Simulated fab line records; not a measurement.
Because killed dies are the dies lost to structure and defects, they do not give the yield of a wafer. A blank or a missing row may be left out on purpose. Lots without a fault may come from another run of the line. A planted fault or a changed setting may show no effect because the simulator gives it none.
Split-lot experiment | flow berkeley cmos170 | 5 lots, 23 wafers read, on a route of 331 steps

== THE SPLIT ==
At UCB170_M2_SPUTTER_01 (material Al, target thk 900 nm, time 120 s), the setting time s was moved away from the recipe's 120 s on 10 of the 23 wafers read, by -14.7% to +13.9%. This setting was run at the recipe's value on the other wafers.

== FROM THE SPLIT TO THE READING: what the file shows between them, 6 steps ==
- UCB170_M2_RS_MEAS_02: measures by four-point-probe
- UCB170_M2_THK_MEAS_03: measures by xrf
- UCB170_M2_PEB_13 (also split here: peb temp c)
- UCB170_M2_DEVELOP_14: develop time 45 s
- UCB170_M2_CD_MEAS_15: target cd 700 nm
- UCB170_M2_ETCH_17: etches BARC in N2/H2

== THE READING ==
oes product au, in a.u., at UCB170_M2_METAL_ETCH_18 (etches Al in Cl2/BCl3, stops on SiO2, target depth 1170 nm, time 195 s). Typical for fault-free wafers on this fab line: 0.845 a.u., with standard deviation 0.012 a.u.

wafer  | tool, chamber at the split | time s as run, s | against the recipe | oes product au, a.u. | against lot-mates on the recipe
L080.1 | pvd sputter-03, -          | 136.7            | +13.9%             | 0.906                | +0.061
L080.2 | pvd sputter-03, -          | 120              | recipe             | 0.847                | -
L080.4 | pvd sputter-03, -          | 136.7            | +13.9%             | 0.903                | +0.058
L080.5 | pvd sputter-03, -          | 136.7            | +13.9%             | 0.915                | +0.070
L080.6 | pvd sputter-03, -          | 120              | recipe             | 0.844                | -
L082.2 | pvd sputter-02, -          | 120              | recipe             | 0.864                | -
L082.3 | pvd sputter-02, -          | 120              | recipe             | 0.867                | -
L082.6 | pvd sputter-02, -          | 120              | recipe             | 0.862                | -
L081.1 | pvd sputter-02, -          | 120              | recipe             | 0.827                | -
L081.2 | pvd sputter-02, -          | 126.1            | +5.1%              | 0.853                | +0.018
L081.3 | pvd sputter-02, -          | 120              | recipe             | 0.838                | -
L081.4 | pvd sputter-02, -          | 126.1            | +5.1%              | 0.865                | +0.030
L081.6 | pvd sputter-02, -          | 120              | recipe             | 0.840                | -
L085.1 | pvd sputter-03, -          | 105              | -12.5%             | 0.780                | -0.059
L085.2 | pvd sputter-03, -          | 120              | recipe             | 0.840                | -
L085.3 | pvd sputter-03, -          | 105              | -12.5%             | 0.786                | -0.053
L085.4 | pvd sputter-03, -          | 120              | recipe             | 0.838                | -
L085.6 | pvd sputter-03, -          | 105              | -12.5%             | 0.774                | -0.065
L084.1 | pvd sputter-02, -          | 120              | recipe             | 0.845                | -
L084.2 | pvd sputter-02, -          | 102.4            | -14.7%             | 0.779                | -0.065
L084.3 | pvd sputter-02, -          | 120              | recipe             | 0.837                | -
L084.4 | pvd sputter-02, -          | 102.4            | -14.7%             | 0.776                | -0.068
L084.5 | pvd sputter-02, -          | 120              | recipe             | 0.851                | -

FIT RESULTS
A straight line over all 23 wafers: oes product au changes by +0.00468 a.u. for each +1% of time s; r = +0.97; the points scatter about the line by 0.01 a.u.
The same after taking each lot's own level away (the mean of its wafers on the recipe; 23 wafers): +0.00458 a.u. for each +1%; r = +0.99; scatter 0.0047 a.u.
According to that fit, moving time s by its largest amount changes the reading by 0.067 a.u.
Measured against the standard deviation above, the lots' own levels, which go from 0.8350 to 0.8643 a.u., span 2.4 times it.
So the lot-to-lot level changes the slope little: the two slopes agree.
Check: -0.068 a.u. against its lot-mates is what the line predicts for one of the wafers moved furthest among these (-14.7%) when that wafer is left out of the fit. Against them it came out at -0.0653 a.u.

== THE OTHER SPLITS THESE WAFERS WENT THROUGH ==
Before the reading, these wafers also passed through other splits. Each is held against what the fit with the lots' levels taken away leaves over:
other split on the same wafers | wafers away from the commonest value | r with oes product au (lot level and that fit taken away)
UCB170_M1_PEB_07 peb temp c    | 9                                    | -0.13
UCB170_V1_PEB_10 peb temp c    | 4                                    | -0.01
UCB170_M2_PEB_13 peb temp c    | 10                                   | +0.03

== THE WHOLE CHAIN: every reading that the file lists as answering this split, in the file's order ==
step                    | what it does                                                           | reading                                                                     | change (the file's fit)                   | r (the file's)
UCB170_M2_SPUTTER_01    | material Al, target thk 900 nm, time 120 s                             | Al_of_M2_SPUTTER_01.thk nm (the simulator's own value, which no gauge read) | +9.02 nm for each +1% of the setting      | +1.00
UCB170_M2_RS_MEAS_02    | measures by four-point-probe                                           | M2_AL_RS                                                                    | -0.000343 for each +1% of the setting     | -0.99
UCB170_M2_THK_MEAS_03   | measures by xrf                                                        | M2_AL_THK                                                                   | +8.85 for each +1% of the setting         | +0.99
UCB170_M2_METAL_ETCH_18 | etches Al in Cl2/BCl3, stops on SiO2, target depth 1170 nm, time 195 s | oes product au                                                              | +0.00458 a.u. for each +1% of the setting | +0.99

== THE FILE'S OWN FIT ==
oes product au changes by +0.00458 a.u. for each +1% of time s, r = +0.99.
